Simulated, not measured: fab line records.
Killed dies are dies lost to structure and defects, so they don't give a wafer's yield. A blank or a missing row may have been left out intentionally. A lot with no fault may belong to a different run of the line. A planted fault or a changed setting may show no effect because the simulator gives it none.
Tool commonality check ; flow berkeley-cmos170 ; Sampled: 11 lots, 33 wafers

WHY THIS WAS OPENED
2 of 11 lots carry a flag on the reading WELLDRIVE_OXIDE_THK at UCB170_WELLDRIVE_THK_MEAS_02. Wafers without a fault read 198 nm, standard deviation 3.9.
Rule: a lot gets a flag if all its wafers with a number sit over 4 standard deviations from that mean, or if no wafer of it has a number. All remaining lots are regarded as sound.

lot;measured;on;WELLDRIVE_OXIDE_THK (nm), wafer by wafer;flag
L567;day 3 08:10;film-metro-02;201 199 200;
L568;day 3 17:00;film-metro-02;205 204 208;
L569;day 4 04:50;film-metro-02;200 201 201;
L570;day 4 04:50;film-metro-04;203 201 200;
L577;day 5 08:04;film-metro-04;245 243 246;FLAGGED
L582;day 6 15:07;film-metro-02;255 253 255;FLAGGED
L584;day 6 19:34;film-metro-02;200 193 196;
L583;day 6 19:35;film-metro-01;195 196 202;
L586;day 7 09:58;film-metro-01;198 204 200;
L587;day 7 16:03;film-metro-02;195 194 195;
L588;day 7 16:03;film-metro-04;198 200 202;
The mean of the flagged lots' numbers is 250 nm, +52 nm from the usual (+13 standard deviations).

WHICH TOOL EACH LOT WENT THROUGH
The record keeps 1 process step preceding the reading, out of 331 steps on the route. Read each cell as the tool, then ch plus the chambers that the sampled wafers visited, then the start.
lot;flag;UCB170_WELLDRIVE_OXIDATION_01
L567;;furnace-03 ch 0, day 3 04:40
L568;;furnace-03 ch 0, day 3 13:29
L569;;furnace-03 ch 0, day 4 01:20
L570;;furnace-03 ch 0, day 4 01:20
L577;FLAGGED;furnace-01 ch 0, day 5 04:32
L582;FLAGGED;furnace-01 ch 0, day 6 11:37
L584;;furnace-04 ch 0, day 6 16:04
L583;;furnace-04 ch 0, day 6 16:04
L586;;furnace-03 ch 0, day 7 06:26
L587;;furnace-04 ch 0, day 7 12:32
L588;;furnace-04 ch 0, day 7 12:32
What these steps do:
- UCB170_WELLDRIVE_OXIDATION_01: target thk 199 nm, ox time 9000 s.
- UCB170_WELLDRIVE_THK_MEAS_02

FLAGGED AGAINST TOTAL, ONE TOOL AT A TIME (gauges that did the reading follow at the end)
step;tool;lots run;flagged;share of the flagged lots;sound lots run after its first flagged lot
UCB170_WELLDRIVE_OXIDATION_01;furnace-01;2;2;all;0
UCB170_WELLDRIVE_OXIDATION_01;furnace-03;5;0;none;-
UCB170_WELLDRIVE_OXIDATION_01;furnace-04;4;0;none;-
UCB170_WELLDRIVE_THK_MEAS_02;film-metro-01;2;0;none;-
UCB170_WELLDRIVE_THK_MEAS_02;film-metro-02;6;1;some;2 (L584,L587)
UCB170_WELLDRIVE_THK_MEAS_02;film-metro-04;3;1;some;1 (L588)

WHAT THE TABLE PERMITS
Rows of the table that ran each flagged lot: 1, that is furnace-01 at UCB170_WELLDRIVE_OXIDATION_01.
- furnace-01 at UCB170_WELLDRIVE_OXIDATION_01: 2 of its 2 lots flagged. It ran no sound lot before its first flagged lot in this sample, so the start can't be narrowed down.
furnace-01 at UCB170_WELLDRIVE_OXIDATION_01 is the single tool remaining.

WHAT THE SIMULATOR PUT IN
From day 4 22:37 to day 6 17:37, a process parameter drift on furnace-01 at UCB170_WELLDRIVE_OXIDATION_01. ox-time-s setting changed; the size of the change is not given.
Shown lots that were struck: L577, L582. Same finding as the rule above.
